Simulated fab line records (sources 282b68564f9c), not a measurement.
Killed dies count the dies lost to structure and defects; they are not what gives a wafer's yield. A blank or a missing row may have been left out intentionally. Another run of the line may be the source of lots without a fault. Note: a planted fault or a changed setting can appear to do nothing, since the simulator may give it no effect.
A single fault, viewed from 2 desks + flow ritCmos + each desk holds nothing but its own numbers, with what lay behind them at the end

== METROLOGY DESK ==
What the gauges read, lot by lot, whatever tool the lot ran on: means of the sampled wafers that have a number. Marked OUT: a lot whose mean sits more than 4 standard deviations from the usual mean, which makes it out of limits; the brackets give that distance.
Columns: A = NRETRO_TW at RIT_NRETRO_TW_MEAS_10, usual 1040
| lot  | first seen here | A              |
|------|-----------------|----------------|
| L284 | day 2 06:08     | 1030           |
| L285 | day 2 10:45     | 1037           |
| L286 | day 2 17:07     | 1045           |
| L287 | day 2 21:28     | 1037           |
| L288 | day 3 03:22     | 1038           |
| L290 | day 3 12:29     | 1027           |
| L291 | day 3 17:50     | 1058           |
| L294 | day 4 11:19     | 1031           |
| L295 | day 4 16:29     | 1064           |
| L296 | day 5 02:13     | 1023           |
| L297 | day 5 05:53     | 968 (-5.2) OUT |
| L299 | day 5 13:33     | 1055           |
| L301 | day 5 20:51     | 998            |
| L302 | day 6 01:46     | 962 (-5.6) OUT |
| L303 | day 6 04:45     | 1044           |
This desk reports L297, L302 out of limits; the earliest was L297 at day 5 05:53 (NRETRO_TW at RIT_NRETRO_TW_MEAS_10). L284, L285, L286, L287, L288, L290, L291, L294, L295, L296, L299, L301, L303 stayed within limits.

== AT THE TOOL OWNER'S DESK: implanter-01 ==
The tool's own readings at RIT_NRETRO_IMPLANT_08, given as means over the sampled wafers that have a number, one for each lot that went through this tool. Marked OUT: a lot whose mean sits more than 4 standard deviations from the usual mean, which makes it out of limits; the brackets give that distance.
Columns: A = doseIonsCm2 at RIT_NRETRO_IMPLANT_08, usual 9.996e+12; B = faradayCurrentUA at RIT_NRETRO_IMPLANT_08, usual 31.7; C = tiltDeg at RIT_NRETRO_IMPLANT_08, usual 6.999 degrees
| lot  | first seen here | A                           | B               | C     |
|------|-----------------|-----------------------------|-----------------|-------|
| L290 | day 3 12:12     | 9.984e+12                   | 31.9            | 7.001 |
| L295 | day 4 16:10     | 9.996e+12                   | 31.4            | 7.012 |
| L296 | day 5 01:53     | 1.002e+13                   | 32.0            | 6.999 |
| L297 | day 5 05:35     | 8.302e+12 (-99 or more) OUT | 26.3 (-8.5) OUT | 6.987 |
| L301 | day 5 20:32     | 8.284e+12 (-99 or more) OUT | 26.1 (-8.8) OUT | 7.001 |
| L302 | day 6 01:27     | 8.297e+12 (-99 or more) OUT | 26.5 (-8.2) OUT | 6.995 |
This desk's verdict: out of limits on L297, L301, L302, starting with L297 at day 5 05:35 (doseIonsCm2 at RIT_NRETRO_IMPLANT_08). L290, L295, L296 stayed within limits.

== TAKEN TOGETHER ==
The tool owner's desk could have raised an alarm at day 5 05:35, on L297, L301, L302.
L297, L302 would have let the metrology desk raise an alarm at day 5 05:53.
The metrology desk has L301 on record, within its limits.
Of the lots named, all ran RIT_NRETRO_IMPLANT_08 on implanter-01.

== WHAT WAS PUT IN BY THE SIMULATOR ==
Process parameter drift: implanter-01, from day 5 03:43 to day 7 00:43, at RIT_NRETRO_IMPLANT_08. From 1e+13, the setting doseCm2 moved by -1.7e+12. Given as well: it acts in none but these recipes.
Lots struck among those shown: L297, L301, L302.
Delay (hours) between the fault's onset and each desk's first out-of-limits reading: 2 at the tool owner's desk, 2 at the metrology desk.
